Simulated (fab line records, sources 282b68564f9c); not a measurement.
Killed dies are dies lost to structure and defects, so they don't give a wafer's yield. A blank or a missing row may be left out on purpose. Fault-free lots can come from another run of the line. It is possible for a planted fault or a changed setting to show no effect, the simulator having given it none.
One fault seen from 2 desks + flow rit cmos + each desk has only its own numbers; what lay behind them comes last

## FOR THE TOOL OWNER'S DESK: lpcvd-01
The tool's own readings at RIT_SPACER_CVD_03 (deposits Si3N4 from SiH2Cl2/NH3, target thk 250 nm, time 3300 s): means of the sampled wafers that have a number, for each lot that ran on this tool. The brackets show how far a lot's mean lies from the usual mean; more than 4 standard deviations puts the lot out of limits, marked OUT.
Columns: A = spike tc centre C at RIT_SPACER_CVD_03, usual 811.7 C
| lot  | first seen here | A               |
|------|-----------------|-----------------|
| L922 | day 3 02:26     | 811.3           |
| L923 | day 3 05:28     | 811.4           |
| L926 | day 3 18:47     | 811.7           |
| L934 | day 5 16:10     | 824.3 (+10) OUT |
| L939 | day 6 15:13     | 812.1           |
This desk's verdict: out of limits on L934, starting with L934 at day 5 16:10 (spike tc centre C at RIT_SPACER_CVD_03). L922, L923, L926, L939 stayed within limits.

## THE METROLOGY DESK
Means of the sampled wafers that have a number, per lot and without regard to the tool the lot ran on: this is what the gauges read. The brackets show how far a lot's mean lies from the usual mean; more than 4 standard deviations puts the lot out of limits, marked OUT.
Columns: A = SPACER_NITRIDE_THK at RIT_SPACER_THK_MEAS_04, usual 250.4 nm
| lot  | first seen here | A               |
|------|-----------------|-----------------|
| L922 | day 3 04:21     | 253.6           |
| L923 | day 3 07:23     | 253.3           |
| L924 | day 3 10:13     | 246.6           |
| L925 | day 3 18:17     | 251.7           |
| L926 | day 3 20:43     | 248.2           |
| L929 | day 4 11:34     | 251.7           |
| L934 | day 5 18:07     | 275.3 (+10) OUT |
| L936 | day 6 03:14     | 246.1           |
| L937 | day 6 06:05     | 249.0           |
| L938 | day 6 12:11     | 248.3           |
| L939 | day 6 17:08     | 250.1           |
| L941 | day 7 02:59     | 251.5           |
| L943 | day 7 14:35     | 247.5           |
This desk finds L934 out of limits, with the earliest case on L934 at day 5 18:07 (SPACER_NITRIDE_THK at RIT_SPACER_THK_MEAS_04). L922, L923, L924, L925, L926, L929, L936, L937, L938, L939, L941, L943 stayed within limits.

## PUT TOGETHER
An alarm could have come from the tool owner's desk at day 5 16:10, on L934.
At day 5 18:07 the metrology desk could have sounded an alarm, on L934.
All the named lots went through RIT_SPACER_CVD_03 on lpcvd-01.

## WHAT THE SIMULATOR HAD INSERTED
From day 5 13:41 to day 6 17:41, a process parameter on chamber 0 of lpcvd-01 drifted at RIT_SPACER_CVD_03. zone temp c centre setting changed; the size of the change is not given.
Shown lots that were struck: L934.
Time in hours from fault onset to the first out-of-limits reading at each desk: tool owner's desk 2, metrology desk 4.
